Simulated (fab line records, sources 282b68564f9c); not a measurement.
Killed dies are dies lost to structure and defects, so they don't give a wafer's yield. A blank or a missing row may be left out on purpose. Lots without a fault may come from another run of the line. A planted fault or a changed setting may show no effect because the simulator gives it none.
Problem report in the 8D (eight disciplines) form, filled by code | flow rit_cmos | the parts of the form that need people (team, actions taken, sign-off) are left out

1. THE PROBLEM
tube_center_temp_C at RIT_M1_ANNEAL_15 reads a mean of 520 C on 6 wafers of 2 lots; wafers without a fault read 450 C with a standard deviation of 0.036. That is +99 or more standard deviations from the usual mean.
The step: time 1800 s.
First seen on wafer L323.3, day 5 22:22, on furnace-02. The record holds 21 wafers of 7 lots with a number at this step. Rule for "out", or "out of limits": more than 4 standard deviations from the usual mean. The other wafers with a number count as sound.

2. WHAT IT IS AND WHAT IT IS NOT
question                    | is                                                                                                                                                                   | is not
which readings at this step | tube_center_temp_C, spike_tc_centre_C, spike_tc_load_C, spike_tc_source_C, tube_center_temp_C_max, zone_power_centre_pct, zone_power_load_pct, zone_power_source_pct | -
which lots                  | L323, L324                                                                                                                                                           | L313, L314, L315, L316, L317
which wafers of those lots  | all that have a number                                                                                                                                               | -
read on which tools         | furnace-02                                                                                                                                                           | -
when                        | from day 5 22:22                                                                                                                                                     | up to then (15 sound wafers)

3. SUSPECTS, AND WHAT RULES EACH OUT
Counting: a tool at a process step up to the reading stays a suspect if it ran every lot that is out and no sound lot after the first of them.
- furnace-02 at RIT_M1_ANNEAL_15 (time 1800 s): kept. It ran every lot that is out, first L323 (day 5 22:22), and no sound lot after that; its last sound lot up to then is L317 (day 4 10:22). Its own readings are out on those wafers: spike_tc_centre_C, spike_tc_load_C, spike_tc_source_C, tube_center_temp_C, tube_center_temp_C_max, zone_power_centre_pct, zone_power_load_pct, zone_power_source_pct.
Left after counting: furnace-02 at RIT_M1_ANNEAL_15.

4. THE CAUSE (what the simulator had put in)
Process parameter drift: furnace-02, from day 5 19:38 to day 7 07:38, at RIT_M1_ANNEAL_15. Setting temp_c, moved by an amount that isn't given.
Counting left only this tool.

5. THE CHAIN OF EFFECTS, in route order
Each row: a reading whose mean over the struck wafers that have a number lies more than 3 standard deviations from the usual. Only readings for which the record gives a usual standard deviation are gone through. hours: the time from each lot's start at the first step in this table that gives one to its start at this step, as a median over the lots. sigmas: the change in usual standard deviations.
hours | step             | reading                | usual   | on struck wafers | change | sigmas
0     | RIT_M1_ANNEAL_15 | spike_tc_centre_C      | 453.5 C | 524.3            | +70.8  | +80
0     | RIT_M1_ANNEAL_15 | spike_tc_load_C        | 468.8 C | 540.3            | +71.5  | +65
0     | RIT_M1_ANNEAL_15 | spike_tc_source_C      | 465.5 C | 536.8            | +71.3  | +72
0     | RIT_M1_ANNEAL_15 | tube_center_temp_C     | 450 C   | 520              | +70    | +99 or more
0     | RIT_M1_ANNEAL_15 | tube_center_temp_C_max | 451.15  | 521.16           | +70.01 | +99 or more
0     | RIT_M1_ANNEAL_15 | zone_power_centre_pct  | 19.45 % | 22.74            | +3.29  | +16
0     | RIT_M1_ANNEAL_15 | zone_power_load_pct    | 6.39 %  | 8.16             | +1.77  | +28
0     | RIT_M1_ANNEAL_15 | zone_power_source_pct  | 8.39 %  | 10.65            | +2.26  | +29
The process steps in it:
- RIT_M1_ANNEAL_15: time 1800 s.

6. WHAT WOULD HAVE CAUGHT IT SOONER
In this record the first reading out of limits was taken at day 5 22:22, 3 hours after the fault began at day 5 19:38.
